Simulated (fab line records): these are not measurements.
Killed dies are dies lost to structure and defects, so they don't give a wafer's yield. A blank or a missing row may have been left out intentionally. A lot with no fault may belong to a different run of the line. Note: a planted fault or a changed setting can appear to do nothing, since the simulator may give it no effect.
fab line records + flow ritCmos
[record]
- lots = 6
- wafers = 18
- lastDay = 7
route steps=202 shown NLDD@104 PLDD@114 M1@202
lots that met no fault: from a run of the same line without faults
startH: the number of hours between the record's first day and the start of the first shown wafer of the lot + waitH: hours since the lot's step before + " repeats the value in the row above + L1.1+2: one row covering several wafers at once + - no value present, or no start provided + * or withheld: withheld + < > ~ a bound
route shown NAME@n: NAME is a module with steps in the file, n the number in the route of the first one + usual: mean/standard deviation taken from wafers without a fault + same: alike in all rows + chamber/n: place in a boat + sites: readings site by site + _std_site: the values' standard deviation + _edge_site: inner sites' mean taken away from outer sites' mean + radiusMm: for every site, how far away it sits from the centre of the wafer + mask NAME#n: copy n + behind: tool/chamber where the wafer was last shaped + hold: what put the lot on hold/how long, in hours/how the hold closed + device: the transistor (n, p or np) that didn't switch + end of line: the route-end tests of the same wafers + for a step that has no rows: nothing shown but its recipe + killed: at the first sort, the dies lost to defects and structure; wafer yield is something else + map: dies across one wafer; x = killed, . = not, _ = none there
set.NAME: setting as actually run; set.NAME@STEP: the setting as run at that earlier step + model.NAME: the simulator's own value behind a step, which no gauge read
lots at some steps of the route; a table a step, a row a wafer
services: from which hour (startH, from the record's first day; less than 0 if before it) a tool's chamber was out of use, for how many hours, and why
[[steps]]
[step RIT_NLDD_COAT_01]
[recipe]
- resist = NOVOLAK
- spinRpm = 3250
- resistThkNm = 1000
[step RIT_NLDD_SOFTBAKE_02]
[recipe]
- resist = NOVOLAK
- tempC = 90
- timeS = 60
[step RIT_NLDD_EXPOSE_03]
[recipe]
- maskId = M7
- na = 0.57
- targetCdNm = 40700
- doseMj = 250
[step RIT_NLDD_PEB_04]
[recipe]
- resist = NOVOLAK
- tempC = withheld
- timeS = withheld
[step RIT_NLDD_DEVELOP_05]
[recipe]
- resist = NOVOLAK
- developTimeS = 47.73
- devTempC = 23
[step RIT_NLDD_OVL_MEAS_06]
[usual]
- NLDD_OVL = -1.9/1.6
| lot.wafer | tool       | chamber | startH | waitH | NLDD_OVL[nm] |
|-----------|------------|---------|--------|-------|--------------|
| L537.2    | overlay-02 | -       | 43.85  | -     | 1.5          |
| L537.5    | "          | -       | "      | "     | -2.2         |
| L537.6    | "          | -       | "      | "     | -1.7         |
| L543.4    | overlay-02 | -       | 71.47  | -     | 0.0          |
| L543.5    | "          | -       | "      | "     | -1.6         |
| L543.6    | "          | -       | "      | "     | -1.7         |
| L552.4    | overlay-01 | -       | 117.41 | -     | -2.0         |
| L552.5    | "          | -       | "      | "     | 0.0          |
| L552.6    | "          | -       | "      | "     | -0.8         |
| L553.1    | overlay-02 | -       | 128.62 | -     | -0.9         |
| L553.4    | "          | -       | "      | "     | -0.9         |
| L553.6    | "          | -       | "      | "     | -0.4         |
| L555.2    | overlay-02 | -       | 136.91 | -     | -4.9         |
| L555.3    | "          | -       | "      | "     | -6.7         |
| L555.5    | "          | -       | "      | "     | -2.2         |
| L558.1    | overlay-01 | -       | 151.04 | -     | -1.0         |
| L558.3    | "          | -       | "      | "     | -1.1         |
| L558.6    | "          | -       | "      | "     | -1.5         |
[step RIT_NLDD_HARDBAKE_07]
[recipe]
- resist = NOVOLAK
- tempC = 140
- timeS = 60
[step RIT_NLDD_IMPLANT_08]
[recipe]
- species = P
- energyKev = 20
- doseCm2 = 5e+14
- tiltDeg = 7
[step RIT_NLDD_STRIP_09]
[recipe]
- chemistry = O2
- timeS = 180
- resist = NOVOLAK
- platenTempC = withheld
- powerW = 500
- pressureMtorr = 4000
- o2FlowSccm = 4000
[usual]
- drypumpMotorCurrentA = 5.5/0.45
| lot.wafer | tool           | chamber | startH | waitH | drypumpMotorCurrentA | rfHoursCounterH |
|-----------|----------------|---------|--------|-------|----------------------|-----------------|
| L537.2    | plasmaAsher-04 | 0       | 44.18  | 0.1   | 4.9                  | 41              |
| L537.5    | "              | 1       | "      | "     | 6.0                  | -               |
| L537.6    | "              | 0       | "      | "     | 4.9                  | -               |
| L543.4    | plasmaAsher-02 | 1       | 71.85  | 0.1   | 5.7                  | -               |
| L543.5    | "              | 0       | "      | "     | 5.6                  | -               |
| L543.6    | "              | 1       | "      | "     | 5.7                  | -               |
| L552.4    | plasmaAsher-02 | 0       | 117.78 | 0.1   | 5.6                  | -               |
| L552.5    | "              | 1       | "      | "     | 5.7                  | -               |
| L552.6    | "              | 0       | "      | "     | 5.6                  | -               |
| L553.1    | plasmaAsher-01 | 0       | 128.95 | 0.1   | 5.1                  | 50              |
| L553.4    | "              | 0       | "      | "     | 5.1                  | -               |
| L553.6    | "              | 0       | "      | "     | 5.1                  | -               |
| L555.2    | plasmaAsher-04 | 0       | 137.24 | 0.1   | 5.0                  | 51              |
| L555.3    | "              | 0       | "      | "     | 4.9                  | -               |
| L555.5    | "              | 0       | "      | "     | 5.0                  | -               |
| L558.1    | plasmaAsher-04 | 1       | 151.38 | 0.1   | 6.1                  | 53              |
| L558.3    | "              | 0       | "      | "     | 5.0                  | -               |
| L558.6    | "              | 1       | "      | "     | 6.0                  | -               |
[step RIT_NLDD_TW_MEAS_10]
[usual]
- NLDD_TW = 2503/19
| lot.wafer | tool         | chamber | startH | waitH | NLDD_TW |
|-----------|--------------|---------|--------|-------|---------|
| L537.2    | filmMetro-04 | -       | 44.36  | 0.1   | 2503    |
| L537.5    | "            | -       | "      | "     | 2511    |
| L537.6    | "            | -       | "      | "     | 2512    |
| L543.4    | filmMetro-02 | -       | 72.00  | 0.1   | 2498    |
| L543.5    | "            | -       | "      | "     | 2490    |
| L543.6    | "            | -       | "      | "     | 2502    |
| L552.4    | filmMetro-04 | -       | 117.93 | 0.1   | 2519    |
| L552.5    | "            | -       | "      | "     | 2517    |
| L552.6    | "            | -       | "      | "     | 2524    |
| L553.1    | filmMetro-04 | -       | 129.13 | 0.1   | 2490    |
| L553.4    | "            | -       | "      | "     | 2497    |
| L553.6    | "            | -       | "      | "     | 2503    |
| L555.2    | filmMetro-01 | -       | 137.42 | 0.1   | 2504    |
| L555.3    | "            | -       | "      | "     | 2527    |
| L555.5    | "            | -       | "      | "     | 2522    |
| L558.1    | filmMetro-01 | -       | 151.55 | 0.1   | 2523    |
| L558.3    | "            | -       | "      | "     | 2524    |
| L558.6    | "            | -       | "      | "     | 2517    |
[step RIT_PLDD_HMDS_00]
[recipe]
- primeTimeS = 60
- primeTempC = 140
[step RIT_PLDD_COAT_01]
[recipe]
- resist = NOVOLAK
- spinRpm = 3250
- resistThkNm = 1000
[step RIT_PLDD_SOFTBAKE_02]
[recipe]
- resist = NOVOLAK
- tempC = 90
- timeS = 60
[usual]
- exhaustPa = 45.0/0.88
- heaterPowerTotalW = 34.55/0.047
- plateTempC = 89.98/0.13
| lot.wafer | tool          | chamber | startH | waitH | exhaustPa | heaterPowerTotalW | plateTempC |
|-----------|---------------|---------|--------|-------|-----------|-------------------|------------|
| L537.2    | lithoTrack-04 | 0       | 44.74  | 0.1   | 45.6      | 34.53             | 89.89      |
| L537.5    | "             | 0       | "      | "     | 46.3      | 34.55             | 89.97      |
| L537.6    | "             | 0       | "      | "     | 46.2      | 34.63             | 89.95      |
| L543.4    | lithoTrack-02 | 0       | 72.40  | 0.1   | 45.8      | 34.61             | 89.70      |
| L543.5    | "             | 0       | "      | "     | 45.4      | 34.56             | 89.84      |
| L543.6    | "             | 0       | "      | "     | 46.6      | 34.52             | 89.79      |
| L552.4    | lithoTrack-02 | 0       | 118.33 | 0.1   | 44.9      | 33.87             | 88.85      |
| L552.5    | "             | 0       | "      | "     | 44.3      | 33.99             | 88.83      |
| L552.6    | "             | 0       | "      | "     | 45.3      | 33.99             | 88.71      |
| L553.1    | lithoTrack-02 | 0       | 129.49 | 0.1   | 44.2      | 34.02             | 88.80      |
| L553.4    | "             | 0       | "      | "     | 44.3      | 33.95             | 88.68      |
| L553.6    | "             | 0       | "      | "     | 44.6      | 33.99             | 88.72      |
| L555.2    | lithoTrack-04 | 0       | 137.80 | 0.1   | 46.4      | 34.63             | 89.94      |
| L555.3    | "             | 0       | "      | "     | 45.3      | 34.56             | 90.16      |
| L555.5    | "             | 0       | "      | "     | 44.9      | 34.55             | 89.94      |
| L558.1    | lithoTrack-04 | 0       | 151.97 | 0.1   | 44.7      | 34.58             | 89.98      |
| L558.3    | "             | 0       | "      | "     | 45.0      | 34.52             | 90.03      |
| L558.6    | "             | 0       | "      | "     | 45.7      | 34.56             | 90.13      |
[step RIT_PLDD_EXPOSE_03]
[recipe]
- maskId = M8
- na = 0.57
- targetCdNm = 40900
- doseMj = 250
[step RIT_M1_PROBE_99]
[usual]
- killedAtFrontEnd = 6.7/2.9
- killedDies = 6.8/2.9
- killedOpen = 3.5/1.8
- killedShort = 3.3/2.1
[same]
- grossDies = 264
- killed_at_M0_to_M3 = 0
- killed_at_M4_up = 0
- killedAtBackSide = 0
- killedAtContacts = 0
- killedAtOther = 0
| lot.wafer | tool      | chamber | startH | waitH | killedAtFrontEnd | killedDies | killedOpen | killedShort |
|-----------|-----------|---------|--------|-------|------------------|------------|------------|-------------|
| L537.2    | prober-02 | -       | 59.58  | 0.1   | 7                | 7          | 2          | 5           |
| L537.5    | prober-02 | -       | 59.73  | 0.2   | 8                | 8          | 6          | 2           |
| L537.6    | prober-02 | -       | 59.78  | 0.2   | 2                | 2          | 1          | 1           |
| L543.4    | prober-02 | -       | 87.40  | 0.2   | 4                | 4          | 3          | 1           |
| L543.5    | prober-02 | -       | 87.45  | 0.2   | 6                | 6          | 2          | 4           |
| L543.6    | prober-02 | -       | 87.50  | 0.2   | 6                | 6          | 2          | 4           |
| L552.4    | prober-01 | -       | 133.05 | 0.2   | 12               | 12         | 7          | 5           |
| L552.5    | prober-01 | -       | 133.10 | 0.2   | 10               | 10         | 4          | 6           |
| L552.6    | prober-01 | -       | 133.15 | 0.2   | 9                | 9          | 4          | 5           |
| L553.1    | prober-02 | -       | 145.11 | 0.1   | 4                | 4          | 4          | 0           |
| L553.4    | prober-02 | -       | 145.26 | 0.2   | 4                | 4          | 3          | 1           |
| L553.6    | prober-02 | -       | 145.36 | 0.2   | 5                | 5          | 4          | 1           |
| L555.2    | prober-01 | -       | 153.82 | 0.1   | 7                | 7          | 3          | 4           |
| L555.3    | prober-01 | -       | 153.87 | 0.2   | 8                | 8          | 2          | 6           |
| L555.5    | prober-01 | -       | 153.97 | 0.2   | 13               | 13         | 8          | 5           |
| L558.1    | prober-02 | -       | 166.54 | 0.1   | 8                | 8          | 1          | 7           |
| L558.3    | prober-02 | -       | 166.64 | 0.2   | 7                | 7          | 3          | 4           |
| L558.6    | prober-02 | -       | 166.79 | 0.2   | 7                | 7          | 5          | 2           |
// killed by level:class
L537.2 REOX:geometricParticle:short=2 FOX2:geometricParticle:short=1 FOX2:geometricParticle:open=1 GATE:geometricParticle:short=1 REOX:geometricParticle:open=1 SPACER:geometricParticle:short=1
L537.5 GATE:geometricParticle:open=3 FOX2:geometricParticle:open=2 FOX2:geometricParticle:short=1 REOX:geometricParticle:open=1 SPACER:geometricParticle:short=1
L537.6 GATE:geometricParticle:short=1 REOX:geometricParticle:open=1
L543.4 FOX2:geometricParticle:open=1 GATE:geometricParticle:short=1 SPACER:geometricParticle:open=1 SILICIDE:geometricParticle:open=1
L543.5 FOX1:geometricParticle:short=1 FOX2:geometricParticle:open=1 GATE:geometricParticle:short=1 GATE:geometricParticle:open=1 REOX:geometricParticle:short=1 SILICIDE:geometricParticle:short=1
L543.6 REOX:geometricParticle:short=2 GATE:geometricParticle:open=1 GATE:geometricParticle:short=1 REOX:geometricParticle:open=1 SILICIDE:geometricParticle:short=1
L552.4 REOX:geometricParticle:short=3 FOX1:geometricParticle:open=2 GATE:geometricParticle:open=2 GATE:geometricParticle:short=1 REOX:geometricParticle:open=1 SPACER:geometricParticle:open=1 SILICIDE:geometricParticle:short=1 SILICIDE:geometricParticle:open=1
L552.5 SILICIDE:geometricParticle:short=4 SPACER:geometricParticle:open=2 FOX2:geometricParticle:short=1 GATE:geometricParticle:short=1 REOX:geometricParticle:open=1 SILICIDE:geometricParticle:open=1
L552.6 GATE:geometricParticle:open=3 REOX:geometricParticle:short=2 ACTIVE:geometricParticle:short=1 GATE:geometricParticle:short=1 SPACER:geometricParticle:short=1 SILICIDE:geometricParticle:open=1
L553.1 FOX1:geometricParticle:open=1 GATE:geometricParticle:open=1 SPACER:geometricParticle:open=1 SILICIDE:geometricParticle:open=1
L553.4 REOX:geometricParticle:open=2 FOX2:geometricParticle:open=1 GATE:geometricParticle:short=1
L553.6 GATE:geometricParticle:open=2 REOX:geometricParticle:open=1 REOX:geometricParticle:short=1 SILICIDE:geometricParticle:open=1
L555.2 REOX:geometricParticle:open=2 SPACER:geometricParticle:short=2 GATE:geometricParticle:short=1 GATE:geometricParticle:open=1 REOX:geometricParticle:short=1
L555.3 GATE:geometricParticle:open=2 FOX1:geometricParticle:short=1 FOX2:geometricParticle:short=1 GATE:geometricParticle:short=1 REOX:geometricParticle:short=1 SPACER:geometricParticle:short=1 SILICIDE:geometricParticle:short=1
L555.5 GATE:geometricParticle:open=4 GATE:geometricParticle:short=3 SPACER:geometricParticle:open=3 FOX1:geometricParticle:open=1 SPACER:geometricParticle:short=1 SILICIDE:geometricParticle:short=1
L558.1 FOX1:geometricParticle:short=2 REOX:geometricParticle:short=2 ACTIVE:geometricParticle:short=1 GATE:geometricParticle:short=1 SPACER:geometricParticle:open=1 SILICIDE:geometricParticle:short=1
L558.3 GATE:geometricParticle:short=3 ACTIVE:geometricParticle:open=1 FOX1:geometricParticle:open=1 FOX1:geometricParticle:short=1 GATE:geometricParticle:open=1
L558.6 SILICIDE:geometricParticle:open=2 FOX1:geometricParticle:open=1 FOX2:geometricParticle:open=1 REOX:geometricParticle:short=1 SPACER:geometricParticle:open=1 SILICIDE:geometricParticle:short=1
[[services]]
| tool           | chamber | startH | hours | kind   |
|----------------|---------|--------|-------|--------|
| plasmaAsher-02 | -       | 86.70  | 8.5   | repair |
| plasmaAsher-02 | -       | 108.22 | 1.9   | repair |
| plasmaAsher-01 | -       | 115.41 | 1.7   | repair |
| plasmaAsher-04 | -       | 119.81 | 1.1   | repair |
[[key]]
[firstSign]
- step = RIT_PLDD_SOFTBAKE_02
- reading = heaterPowerTotalW
- direction = down
- sigmas = 13
- usual = 34.55
- struck = 33.97
[effect]
- step = RIT_PLDD_SOFTBAKE_02
- reading = plateTempC
- direction = down
- sigmas = 9.6
- usual = *
- struck = *
metAt RIT_PLDD_SOFTBAKE_02
struckWafers L552.4,L552.5,L552.6,L553.1,L553.4,L553.6
testerLeftOut L552,L553
onsetBetween 72.40 118.33
[fault]
- kind = processParameterDrift
- tool = lithoTrack-02
- chamber = -
- onsetH = 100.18
- steps = RIT_PLDD_SOFTBAKE_02
- channel = tempC
- offset = *
- shape = step
- endH = 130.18
- actsIn = *
- stated = *
// testerLeftOut: of these lots the tester's yield and bins aren't shown, on N5 and GAA mostly nor the transistor test; their killed dies are dies lost to structure and defects alone, not to doping, threshold or leakage, so they don't give the yield
